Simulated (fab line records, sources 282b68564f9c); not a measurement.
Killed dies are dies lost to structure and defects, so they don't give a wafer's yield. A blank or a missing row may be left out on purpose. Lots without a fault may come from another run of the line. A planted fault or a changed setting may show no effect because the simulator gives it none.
A struck lot beside a sound one | flow rit_cmos | 43 steps out of a route of 202
Sound: wafers L730.2, L730.3, L730.4. Struck: wafers L734.1, L734.3, L734.5. The cause comes at the end.
At each step with rows: each side's tool, then ch and its chambers, then its first start. Under that, the readings that differ: sound wafers | struck wafers | difference of the means | sigmas: that difference in standard deviations of wafers without a fault.
alike: readings whose means differ by less than 2 such deviations, and words and numbers that are the same on both sides. not compared: withheld readings, readings that some wafer has no value for, bounds like >300 that may hide the same value, and numbers for which the record gives no deviation and whose values overlap.
The two part at a step that has a row with sigmas, a row that says differs or no value, or rows on one side only. Numbers that don't overlap but have no deviation are shown without sigmas and don't part them. A reading that every wafer of one side lacks parts them only if that side has two wafers or more.

RIT_ACTIVE_ETCH_13: etches Si3N4 in SF6, stops on SiO2, time 210 s, target depth 210 nm.
  sound on rie_diel-04 ch 0,1,2, day 1 15:13; struck on rie_diel-03 ch 0,1,3, day 2 11:14
  alike: drypump_motor_current_A, oes_product_au, rf_fwd_power_W, throttle_valve_pct
  not compared: rf_hours_counter_h
RIT_ACTIVE_STRIP_14: strips in O2, time 180 s.
  sound on plasma_asher-01 ch 0,1, day 1 15:20; struck on plasma_asher-03 ch 0,1, day 2 11:22
  alike: drypump_motor_current_A
  not compared: rf_hours_counter_h
RIT_ACTIVE_CD_MEAS_90: target cd 1400 nm.
  sound on cd_sem-02, day 1 15:32; struck on cd_sem-01, day 2 11:33
  alike: cd_nm
then, 4 steps without rows for these wafers: RIT_ACTIVE_CLEAN_15 (cleans in SC1, time 600 s); RIT_ACTIVE_CLEAN_16 (cleans in dHF, time 30 s); RIT_ACTIVE_CLEAN_17 (cleans in SC2, time 600 s); RIT_FOX1_OXIDATION_00 (target thk 350.7 nm, ox time 1130 s).
RIT_FOX1_THK_MEAS_01:
  sound on film_metro-04, day 1 19:40; struck on film_metro-04, day 2 15:07
  alike: FOX1_OXIDE_THK
then, 2 steps without rows for these wafers: RIT_FOX1_WET_ETCH_02 (etches SiO2 in BOE, target depth 350 nm, time 390 s); RIT_FOX2_OXIDATION_00 (target thk 350.7 nm, ox time 1130 s).
RIT_FOX2_THK_MEAS_01:
  sound on film_metro-04, day 1 21:09; struck on film_metro-01, day 2 16:41
  alike: FOX2_OXIDE_THK
then, 1 step without rows for these wafers: RIT_FOX2_CLEAN_02 (cleans in dHF, time 180 s).
RIT_FOX2_WET_ETCH_03: etches Si3N4 in H3PO4, target depth 195 nm, time 2700 s.
  sound on wet_bench-01 ch 3, day 1 21:16; struck on wet_bench-01 ch 0, day 2 16:48
  alike: bath_heat_duty_pct
RIT_FOX2_THK_MEAS_90:
  sound on film_metro-04, day 1 22:02; struck on film_metro-04, day 2 17:38
  alike: FIELD_OXIDE_LEFT_1_THK
then, 2 steps without rows for these wafers: RIT_NWELL_HMDS_00 (prime time 60 s); RIT_NWELL_COAT_01 (resist thk 1300 nm).
RIT_NWELL_SOFTBAKE_02: time 61.45 s.
  sound on litho_track-03 ch 0, day 1 22:24; struck on litho_track-03 ch 0, day 2 18:13
  alike: heater_power_total_W, plate_sensor_t_centre_C, plate_sensor_t_edge_C
then, 3 steps without rows for these wafers: RIT_NWELL_EXPOSE_03 (exposes mask M2, target cd 43900 nm); RIT_NWELL_PEB_04; RIT_NWELL_DEVELOP_05 (develop time 68 s).
RIT_NWELL_OVL_MEAS_06:
  sound on overlay-01, day 1 22:58; struck on overlay-01, day 2 18:50
  alike: NWELL_OVL
then, 2 steps without rows for these wafers: RIT_NWELL_HARDBAKE_07 (time 120 s); RIT_NWELL_IMPLANT_08.
RIT_NWELL_STRIP_09: strips in O2, time 180 s.
  sound on plasma_asher-02 ch 0,1, day 1 23:23; struck on plasma_asher-02 ch 0,1, day 2 19:16
  alike: drypump_motor_current_A
  not compared: rf_hours_counter_h
RIT_NWELL_TW_MEAS_10:
  sound on film_metro-03, day 1 23:35; struck on film_metro-02, day 2 19:27
  alike: NWELL_TW
then, 6 steps without rows for these wafers: RIT_PWELL_HMDS_00 (prime time 60 s); RIT_PWELL_COAT_01 (resist thk 1300 nm); RIT_PWELL_SOFTBAKE_02 (time 60 s); RIT_PWELL_EXPOSE_03 (exposes mask M3, target cd 43700 nm); RIT_PWELL_PEB_04; RIT_PWELL_DEVELOP_05 (develop time 68 s).
RIT_PWELL_OVL_MEAS_06:
  sound on overlay-01, day 2 00:31; struck on overlay-01, day 2 20:31
  alike: PWELL_OVL
then, 2 steps without rows for these wafers: RIT_PWELL_HARDBAKE_07 (time 120 s); RIT_PWELL_IMPLANT_08.
RIT_PWELL_STRIP_09: strips in O2, time 180 s.
  sound on plasma_asher-02 ch 0,1, day 2 00:57; struck on plasma_asher-03 ch 0,1, day 2 21:04
  alike: drypump_motor_current_A
  not compared: rf_hours_counter_h
RIT_PWELL_TW_MEAS_10:
  sound on film_metro-02, day 2 01:08; struck on film_metro-01, day 2 21:15
  alike: PWELL_TW
then, 1 step without rows for these wafers: RIT_WELLDRIVE_ANNEAL_00 (time 14700 s).
RIT_WELLDRIVE_RS_MEAS_01: measures by four-point-probe.
  sound on film_metro-02, day 2 08:01; struck on film_metro-01, day 3 04:56
  alike: NWELL_RS
RIT_WELLDRIVE_RS_MEAS_02: measures by four-point-probe.
  sound on film_metro-02, day 2 08:08; struck on film_metro-01, day 3 05:04
  alike: PWELL_RS
then, 3 steps without rows for these wafers: RIT_NRETRO_HMDS_00 (prime time 60 s); RIT_NRETRO_COAT_01 (resist thk 1300 nm); RIT_NRETRO_SOFTBAKE_02 (time 60 s).
RIT_M1_PROBE_99:
  the record has rows for the struck wafers here (prober-01, day 4 18:37) and none for the sound ones

WHERE THEY PART
Only at RIT_M1_PROBE_99, within this record.

WHY: what the simulator had put in
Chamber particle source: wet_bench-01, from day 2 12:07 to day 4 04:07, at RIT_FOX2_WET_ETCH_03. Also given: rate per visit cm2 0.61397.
